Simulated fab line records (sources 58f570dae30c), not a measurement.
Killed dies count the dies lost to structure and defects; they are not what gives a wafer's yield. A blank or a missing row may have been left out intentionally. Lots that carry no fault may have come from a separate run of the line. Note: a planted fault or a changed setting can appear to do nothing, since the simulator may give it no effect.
2 desks, one fault ; flow berkeley-cmos170 ; what lay behind the numbers comes last; until then each desk has only its own

## DESK OF THE TOOL OWNER: implanter-04
UCB170_PWELL_IMPLANT_15, tool's own readings: per-lot mean of the sampled wafers with a number, covering each lot this tool ran. The brackets show how far a lot's mean lies from the usual mean; more than 4 standard deviations puts the lot out of limits, marked OUT.
Columns: A = dose-ions-cm2 at UCB170_PWELL_IMPLANT_15, usual 5e+12; B = end-station-pressure-torr at UCB170_PWELL_IMPLANT_15, usual 4.98e-06 Torr; C = faraday-current-uA at UCB170_PWELL_IMPLANT_15, usual 15.8
lot;first seen here;A;B;C
L584;day 3 23:59;3e+12 (-99 or more) OUT;5.07e-06;8.8 (-22) OUT
L585;day 4 05:47;3e+12 (-99 or more) OUT;4.79e-06;8.5 (-23) OUT
L600;day 7 06:15;5e+12;5.13e-06;15.9
L603;day 7 16:37;5e+12;5.25e-06;15.9
This desk's verdict: out of limits on L584, L585, starting with L584 at day 3 23:59 (dose-ions-cm2 at UCB170_PWELL_IMPLANT_15). L600, L603: within limits.

## METROLOGY DESK
Means of the sampled wafers that have a number, per lot and without regard to the tool the lot ran on: this is what the gauges read. The brackets show how far a lot's mean lies from the usual mean; more than 4 standard deviations puts the lot out of limits, marked OUT.
Columns: A = PWELL_TW at UCB170_PWELL_TW_MEAS_17, usual 383; B = cd-nm at UCB170_PSD_CD_MEAS_06, usual 1199.9 nm; C = cd-nm at UCB170_V1_CD_MEAS_12, usual 700.1 nm; D = cd-nm at UCB170_V2_CD_MEAS_12, usual 700.0 nm
lot;first seen here;A;B;C;D
L584;day 4 00:14;317 (-17) OUT;1199.2;698.4;-
L585;day 4 06:02;326 (-15) OUT;1200.5;699.9;701.7
L589;day 5 16:48;380;1199.0;698.4;701.4
L592;day 5 20:08;379;1203.6;697.8;700.9
L591;day 5 20:53;381;1200.1;701.7;699.1
L594;day 6 08:44;387;1199.1;701.0;702.4
L593;day 6 09:01;381;1199.6;700.5;700.2
L595;day 6 09:25;379;1200.0;700.2;698.9
L597;day 6 15:05;378;1199.8;699.1;698.4
L599;day 6 22:08;387;1199.3;697.7;700.1
L601;day 7 06:14;380;1198.8;702.1;697.7
L600;day 7 06:29;380;1198.7;700.6;700.8
L603;day 7 16:52;386;1198.3;700.2;700.2
L602;day 7 18:37;387;1199.6;700.8;701.5
This desk's finding: out of limits on L584, L585; first on L584, day 4 00:14 (PWELL_TW at UCB170_PWELL_TW_MEAS_17). L589, L592, L591, L594, L593, L595, L597, L599, L601, L600, L603, L602: within limits.

## ALL TOGETHER
At day 3 23:59, on L584, L585, the tool owner's desk was in a position to raise an alarm.
The metrology desk could have raised an alarm at day 4 00:14, on L584, L585.
UCB170_PWELL_IMPLANT_15 was run on implanter-04 by each of the lots named.

## WHAT THE SIMULATOR HAD INSERTED
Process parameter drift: implanter-04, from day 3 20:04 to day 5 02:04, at UCB170_PWELL_IMPLANT_15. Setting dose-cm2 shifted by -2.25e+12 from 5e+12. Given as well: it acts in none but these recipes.
Shown lots that were struck: L584, L585.
Counting hours from when the fault started, the first reading out of limits came at 4 for the tool owner's desk and at 4 for the metrology desk.
